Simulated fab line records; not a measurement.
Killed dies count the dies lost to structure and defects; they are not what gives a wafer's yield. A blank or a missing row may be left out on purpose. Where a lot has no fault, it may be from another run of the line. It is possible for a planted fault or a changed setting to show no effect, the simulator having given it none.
Problem report, 8D (eight disciplines) form, completed by code | flow berkeleyCmos170 | the parts of the form that need people (team, actions taken, sign-off) are left out

## 1. WHAT IS WRONG
NWELL_NITRIDE_THK at UCB170_NWELL_THK_MEAS_05 reads a mean of 190.3 nm on 3 wafers of 1 lot; wafers without a fault read 224.3 nm with a standard deviation of 2. That is -17 standard deviations from the usual mean.
The first sign was on wafer L733.2 at day 4 11:37, on filmMetro-01. The record holds 39 wafers of 13 lots with a number at this step. Rule for "out", or "out of limits": more than 4 standard deviations from the usual mean. Any other wafer with a number is counted as sound.

## 2. WHAT IT IS AND WHAT IT IS NOT
question                    | is                     | is not
which readings at this step | NWELL_NITRIDE_THK      | -
which lots                  | L733                   | L721, L722, L723, L724, L725, L726, L727, L728, L730, L737, L738, L741
which wafers of those lots  | all that have a number | -
read on which gauges        | filmMetro-01           | filmMetro-02, filmMetro-04
when                        | from day 4 11:37       | up to then (27 sound wafers); but 9 sound wafers of L737, L738, L741 came after

## 3. THE SUSPECTS, EACH WITH WHAT RULES IT OUT
Counting: a tool at any process step up to the reading remains a suspect when it ran all the lots that are out and ran no sound lot after the first of those.
- the gauge at UCB170_NWELL_THK_MEAS_05 is ruled out. All the wafers that are out were read on filmMetro-01, but those of them that UCB170_NWELL_CVD_04 has rows for are out there too, on other tools.
- lpcvd-02 at UCB170_NWELL_CVD_04 (deposits Si3N4 from SiH2Cl2/NH3, target thk 224 nm, time 3360 s): kept. It ran the lot that is out, L733 (day 4 09:40), and no sound lot after that; its last sound lot up to then is L730 (day 3 20:51). Its own readings are out on those wafers: nh3FlowSccm.
The count leaves lpcvd-02 at UCB170_NWELL_CVD_04.

## 4. THE CAUSE (what the simulator had put in)
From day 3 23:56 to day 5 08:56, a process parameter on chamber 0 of lpcvd-02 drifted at UCB170_NWELL_CVD_04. From 75, the setting nh3FlowSccm moved by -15. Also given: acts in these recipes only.
Counting left only this tool.

## 5. THE CHAIN OF EFFECTS, in route order
Each row: a reading where the mean over the struck wafers with a number is more than 3 standard deviations away from the usual. Only readings whose record carries a usual standard deviation are examined. hours: median over the lots of the time between each lot's start at the first step of this table that gives one and its start at this step. sigmas: the change, counted in usual standard deviations.
hours | step                     | reading           | usual      | on struck wafers | change | sigmas
0     | UCB170_NWELL_CVD_04      | nh3FlowSccm       | 75.07 sccm | 60.13            | -14.94 | -79
2     | UCB170_NWELL_THK_MEAS_05 | NWELL_NITRIDE_THK | 224.3 nm   | 190.3            | -34.0  | -17
4     | UCB170_NWELL_ETCH_13     | oesProductAu      | 0.943 a.u. | 0.855            | -0.088 | -8.0
Its process steps:
- UCB170_NWELL_CVD_04: deposits Si3N4 from SiH2Cl2/NH3, target thk 224 nm, time 3360 s.
- UCB170_NWELL_ETCH_13: etches Si3N4 in CH3F/Ar/O2, stops on SiO2, target depth 246.4 nm, time 154 s.
Later measuring or inspecting steps at which every struck wafer that the step has a row for has a number for every such reading, and none has moved that far: UCB170_PWELL_TW_MEAS_17, UCB170_ACTIVE_THK_MEAS_06, UCB170_PFIELD_TW_MEAS_09.

## 6. WHAT WOULD HAVE CAUGHT IT SOONER
Counted from the fault's start at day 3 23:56, it took 12 hours until the first out-of-limits reading at a measuring or inspecting step in this record, taken at day 4 11:37.
At UCB170_NWELL_CVD_04, the tool's own readings (nh3FlowSccm) were out on each struck wafer the step has a row for, so an alarm limit on them would have fired on the first such wafer.
By day 4 11:37, every lot that is out (1) had started UCB170_NWELL_CVD_04 on lpcvd-02. A hold on the tool at that time would have spared none of them.
